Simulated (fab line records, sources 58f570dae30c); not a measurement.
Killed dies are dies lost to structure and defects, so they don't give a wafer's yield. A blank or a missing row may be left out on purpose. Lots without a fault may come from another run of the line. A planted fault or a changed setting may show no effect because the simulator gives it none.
Which tool did it? | flow berkeley_cmos170 | 7 lots, 21 wafers sampled, at 2 steps of a route of 331

WHAT THE GAUGES READ, wafer by wafer
UCB170_NSD_CD_MEAS_06: target cd 1200 nm.
lot  | measured     | on        | cd_nm (nm)
L489 | day 6 12:49  | cd_sem-01 | 1201.8 1200.3 1202.5
L493 | day 7 19:34  | cd_sem-02 | 1199.8 1200.1 1198.3
L494 | day 7 20:02  | cd_sem-01 | 1202.0 1201.4 1199.7
L500 | day 9 01:26  | cd_sem-02 | 1187.0 1186.9 1187.2
L506 | day 10 10:12 | cd_sem-01 | 1200.8 1198.6 1199.9
L509 | day 10 13:56 | cd_sem-01 | 1200.2 1199.9 1200.7
L512 | day 10 22:20 | cd_sem-01 | 1199.3 1199.7 1199.3

WHICH TOOL RAN EACH LOT (tool, then ch and the chambers of the sampled wafers, then the start)
lot  | UCB170_NSD_PEB_04
L489 | litho_track-04 ch 0, day 6 12:32
L493 | litho_track-03 ch 0, day 7 19:08
L494 | litho_track-04 ch 0, day 7 19:46
L500 | litho_track-01 ch 0, day 9 01:10
L506 | litho_track-03 ch 0, day 10 09:55
L509 | litho_track-03 ch 0, day 10 13:40
L512 | litho_track-04 ch 0, day 10 22:04
- UCB170_NSD_PEB_04

THE ANSWER, worked out from the rows above alone
Rule: what is usual is taken from the lots themselves. Put in order of their means at a reading, lots are off if they are a third of the lots or fewer, leave a main group of 4 or more, and stand apart from it by a gap of 3 or more times the standard deviation of the main group's means; of several such gaps the widest counts. A main group whose means are all the same, to the digits that the tables above print for the reading, isn't used. A lot without any number at a reading at which 4 lots or more have one is off too. The other lots that the step has rows for count as sound.
Off: L500, at UCB170_NSD_CD_MEAS_06 (cd_nm). The main group: mean 1200.2 nm, standard deviation 0.8.
A tool fits if, at a process step before that reading, it ran every lot that is off, and no sound lot after the first of them. The gauges at UCB170_NSD_CD_MEAS_06 are tried like those tools. Can't be told from this: 2 tools fit, litho_track-01 at UCB170_NSD_PEB_04, cd_sem-02 at UCB170_NSD_CD_MEAS_06.

WHAT THE SIMULATOR HAD PUT IN
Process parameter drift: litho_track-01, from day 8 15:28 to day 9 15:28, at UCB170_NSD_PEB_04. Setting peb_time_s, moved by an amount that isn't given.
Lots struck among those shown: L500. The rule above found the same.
